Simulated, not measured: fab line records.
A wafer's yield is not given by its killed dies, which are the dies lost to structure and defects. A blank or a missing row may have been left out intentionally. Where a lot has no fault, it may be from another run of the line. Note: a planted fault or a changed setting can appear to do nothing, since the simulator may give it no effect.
Lot-split experiment ; flow rit-cmos ; on a route of 202 steps: 5 lots, 23 wafers read

THE SPLIT
At RIT_PSD_SOFTBAKE_02 (time 60 s), the setting temp-c was moved away from the recipe's 90 C on 12 of the 23 wafers read, by -3.1% to +1.1%. The other wafers ran this setting at the recipe's value.

FROM THE SPLIT TO THE READING: what the file shows between them, 2 steps
- RIT_PSD_EXPOSE_03: exposes mask M10, target cd 40900 nm
- RIT_PSD_PEB_04

THE READING
NOVOLAK_of_PSD_COAT_01.thk-nm (the simulator's own value, which no gauge read), in nm, at RIT_PSD_DEVELOP_05 (develop time 50 s). The file does not state a usual value for it. Here, 11 wafers ran the recipe; their average is 1001.5 nm with a standard deviation of 4.4 nm.

wafer;tool, chamber at the split;temp-c as run, C;against the recipe;NOVOLAK_of_PSD_COAT_01.thk-nm, nm;against lot-mates on the recipe
L078.1;litho-track-02, 0;90;recipe;1007;-
L078.3;litho-track-02, 0;90.96;+1.1%;1005;-3.0
L078.4;litho-track-02, 0;90;recipe;1009;-
L078.5;litho-track-02, 0;90.96;+1.1%;1000;-8.0
L078.6;litho-track-02, 0;90.96;+1.1%;1002;-6.0
L080.2;litho-track-02, 0;90;recipe;996.9;-
L080.3;litho-track-02, 0;88.08;-2.1%;1001;+4.8
L080.4;litho-track-02, 0;88.08;-2.1%;1002;+5.8
L080.5;litho-track-02, 0;90;recipe;995.5;-
L080.6;litho-track-02, 0;88.08;-2.1%;1003;+6.8
L082.1;litho-track-03, 0;90;recipe;1004;-
L082.5;litho-track-03, 0;90;recipe;1002;-
L082.6;litho-track-03, 0;90;recipe;1006;-
L084.2;litho-track-01, 0;87.19;-3.1%;1006;+6.0
L084.3;litho-track-01, 0;90;recipe;1000;-
L084.6;litho-track-01, 0;90;recipe;1000;-
L084.4;litho-track-01, 0;87.19;-3.1%;1009;+9.0
L084.5;litho-track-01, 0;87.19;-3.1%;1008;+8.0
L085.1;litho-track-01, 0;88.12;-2.1%;1003;+4.9
L085.2;litho-track-01, 0;88.12;-2.1%;1006;+7.9
L085.3;litho-track-01, 0;88.12;-2.1%;1005;+6.9
L085.5;litho-track-01, 0;90;recipe;995.3;-
L085.6;litho-track-01, 0;90;recipe;1001;-

FIT RESULTS
A straight line over all 23 wafers: NOVOLAK_of_PSD_COAT_01.thk-nm changes by -1.18 nm for each +1% of temp-c; r = -0.42; the points scatter about the line by 3.6 nm.
The same after taking each lot's own level away (the mean of its wafers on the recipe; 23 wafers): -3.02 nm for each +1%; r = -0.92; scatter 1.8 nm.
Per that fit: largest temp-c move, reading shift of 9.4 nm.
Measured against the standard deviation above, the lots' own levels, which go from 996.20 to 1008.00 nm, span 2.7 times it.
So the lot-to-lot level blurs the effect unless lot-mates are compared.
Check: for one of the wafers moved furthest among these (-3.1%), held out of the fit, the line's prediction against its lot-mates is +9.37 nm. Against them it came out at +6 nm.

THE FILE'S OWN FIT
NOVOLAK_of_PSD_COAT_01.thk-nm changes by -2.77 nm for each +1% of temp-c, r = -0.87.
